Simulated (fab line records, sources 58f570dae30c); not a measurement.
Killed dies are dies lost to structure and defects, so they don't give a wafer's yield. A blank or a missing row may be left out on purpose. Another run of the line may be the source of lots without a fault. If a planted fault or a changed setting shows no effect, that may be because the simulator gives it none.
A single fault, viewed from 2 desks / flow berkeley cmos170 / each desk has only its own numbers; what lay behind them comes last

== FROM THE METROLOGY DESK ==
What the gauges read for every lot (on any tool): the sampled wafers with a number, averaged. Marked OUT: a lot whose mean sits more than 4 standard deviations from the usual mean, which makes it out of limits; the brackets give that distance.
Columns: A = PLDD_TW at UCB170_PLDD_TW_MEAS_11, usual 1004; B = SILICIDE_TI_RS at UCB170_SILICIDE_RS_MEAS_02, usual 26.2 ohm/sq; C = SILICIDE_TI_THK at UCB170_SILICIDE_THK_MEAS_03, usual 29.5 nm; D = CONTACT_PSG_THK at UCB170_CONTACT_THK_MEAS_02, usual 698 nm
lot=L847; first seen here=day 6 01:44; A=1015; B=26.3; C=29.4; D=705
lot=L848; first seen here=day 6 17:49; A=1012; B=26.3; C=29.4; D=691
lot=L851; first seen here=day 7 04:59; A=998; B=26.1; C=29.7; D=694
lot=L850; first seen here=day 7 05:20; A=994; B=26.5; C=29.3; D=698
lot=L853; first seen here=day 8 03:13; A=996; B=40.2 (+35) OUT; C=24.4 (-13) OUT; D=696
lot=L856; first seen here=day 8 09:11; A=1005; B=41.7 (+39) OUT; C=23.9 (-14) OUT; D=705
lot=L860; first seen here=day 9 01:17; A=997; B=26.4; C=29.4; D=689
lot=L861; first seen here=day 9 12:25; A=1011; B=26.6; C=29.0; D=701
lot=L865; first seen here=day 10 04:43; A=997; B=26.8; C=28.9; D=702
lot=L862; first seen here=day 10 04:53; A=1007; B=26.0; C=29.4; D=698
lot=L866; first seen here=day 10 11:41; A=1002; B=26.6; C=29.1; D=695
lot=L869; first seen here=day 10 17:53; A=1000; B=26.1; C=29.6; D=697
lot=L868; first seen here=day 10 18:41; A=1004; B=26.2; C=29.6; D=700
This desk finds L853, L856 out of limits, with the earliest case on L853 at day 8 13:43 (SILICIDE_TI_RS at UCB170_SILICIDE_RS_MEAS_02). In limits: L847, L848, L851, L850, L860, L861, L865, L862, L866, L869, L868.

== THE TOOL OWNER'S DESK: pvd sputter-01 ==
The tool's own readings at UCB170_SILICIDE_SPUTTER_01 (material Ti, target thk 30 nm, time 25 s): means of the sampled wafers that have a number, for each lot that ran on this tool. Marked OUT: a lot whose mean sits more than 4 standard deviations from the usual mean, which makes it out of limits; the brackets give that distance.
Columns: A = cathode dc power W at UCB170_SILICIDE_SPUTTER_01, usual 1500.0 W; B = throttle valve pct at UCB170_SILICIDE_SPUTTER_01, usual 30.8 %
lot=L848; first seen here=day 7 06:13; A=1500.1; B=31.1
lot=L850; first seen here=day 7 18:10; A=1499.8; B=30.4
lot=L853; first seen here=day 8 13:40; A=1500.0; B=31.2
lot=L856; first seen here=day 8 21:49; A=1500.0; B=30.9
lot=L860; first seen here=day 9 14:54; A=1499.6; B=30.4
This desk found nothing out of limits on any of the 5 lots.

== ALL TOGETHER ==
On L853, L856, the metrology desk was in a position to raise an alarm at day 8 13:43.
Nothing out of limits was seen by the tool owner's desk.
The tool owner's desk has L853, L856 on record, within its limits.
Every lot named ran UCB170_SILICIDE_SPUTTER_01 on pvd sputter-01.

== WHAT THE SIMULATOR PUT IN ==
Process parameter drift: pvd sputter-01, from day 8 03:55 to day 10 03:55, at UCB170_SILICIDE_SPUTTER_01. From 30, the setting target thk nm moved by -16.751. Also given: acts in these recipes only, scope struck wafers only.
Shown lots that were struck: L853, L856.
Delay in hours, fault start to first out-of-limits reading, per desk: metrology desk 10.
